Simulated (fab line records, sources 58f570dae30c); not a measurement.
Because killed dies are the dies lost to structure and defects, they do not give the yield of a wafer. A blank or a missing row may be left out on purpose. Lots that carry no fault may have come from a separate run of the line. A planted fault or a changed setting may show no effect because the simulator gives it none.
One fault through the eyes of 2 desks || flow berkeley_cmos170 || each desk holds nothing but its own numbers, with what lay behind them at the end

THE TOOL OWNER'S DESK: rie_metal-03
The tool's own readings at UCB170_M3_METAL_ETCH_18 (etches Al in Cl2/BCl3, stops on SiO2, target depth 1170 nm, time 195 s): means of the sampled wafers that have a number, for each lot that ran on this tool. A lot is out of limits, marked OUT, if its mean lies more than 4 standard deviations from the usual mean; the brackets give that distance.
Columns: A = drypump_motor_current_A at UCB170_M3_METAL_ETCH_18, usual 5.8 A; B = mfc_cl2_sccm at UCB170_M3_METAL_ETCH_18, usual 90.02 sccm; C = oes_product_au at UCB170_M3_METAL_ETCH_18, usual 0.853 a.u.; D = throttle_valve_pct at UCB170_M3_METAL_ETCH_18, usual 24.36 %
{"lot": "L976", "first seen here": "day 9 04:02", "A": 6.2, "B": 90.20, "C": 0.838, "D": 24.24}
{"lot": "L978", "first seen here": "day 9 04:55", "A": 6.1, "B": 90.06, "C": 0.850, "D": 24.15}
{"lot": "L981", "first seen here": "day 10 02:28", "A": 6.2, "B": 90.51, "C": "0.774 (-5.2) OUT", "D": 24.27}
{"lot": "L984", "first seen here": "day 10 21:10", "A": 6.1, "B": 90.10, "C": 0.822, "D": 24.16}
This desk's verdict: out of limits on L981, starting with L981 at day 10 02:28 (oes_product_au at UCB170_M3_METAL_ETCH_18). L976, L978, L984: within limits.

THE METROLOGY DESK
Lot by lot, what the gauges showed, no matter which tool ran the lot: averages of those sampled wafers that carry a number. A lot is out of limits, marked OUT, if its mean lies more than 4 standard deviations from the usual mean; the brackets give that distance.
Columns: A = PSD_OVL at UCB170_PSD_OVL_MEAS_07, usual 1 nm; B = cd_nm at UCB170_M3_CD_MEAS_90, usual 700 nm
{"lot": "L974", "first seen here": "day 7 10:16", "A": 0, "B": 699}
{"lot": "L975", "first seen here": "day 8 00:14", "A": -3, "B": 702}
{"lot": "L978", "first seen here": "day 8 00:22", "A": 14, "B": 698}
{"lot": "L977", "first seen here": "day 8 00:31", "A": 1, "B": 706}
{"lot": "L976", "first seen here": "day 8 00:55", "A": 6, "B": 699}
{"lot": "L981", "first seen here": "day 9 00:18", "A": -3, "B": 691}
{"lot": "L984", "first seen here": "day 9 18:50", "A": 3, "B": 693}
{"lot": "L985", "first seen here": "day 10 06:10", "A": -7, "B": 704}
{"lot": "L991", "first seen here": "day 10 22:41", "A": 7, "B": 702}
{"lot": "L993", "first seen here": "day 11 11:31", "A": -2, "B": 705}
{"lot": "L997", "first seen here": "day 12 04:53", "A": 4, "B": 701}
{"lot": "L996", "first seen here": "day 12 05:10", "A": 4, "B": 699}
{"lot": "L995", "first seen here": "day 12 05:40", "A": 6, "B": 702}
Result from this desk: across the 13 lots, nothing is out of limits.

ALL TOGETHER
The tool owner's desk had the chance to raise an alarm at day 10 02:28 on L981.
Nothing out of limits was seen by the metrology desk.
The metrology desk has L981 on record, within its limits.
Every lot named ran UCB170_M3_METAL_ETCH_18 on rie_metal-03.

WHAT HAD BEEN PUT IN BY THE SIMULATOR
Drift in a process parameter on rie_metal-03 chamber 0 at UCB170_M3_METAL_ETCH_18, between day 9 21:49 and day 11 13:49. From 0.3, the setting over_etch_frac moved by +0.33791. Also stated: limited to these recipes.
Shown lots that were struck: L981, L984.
How many hours passed from the start of the fault until each desk's first out-of-limits reading: the tool owner's desk, 5.
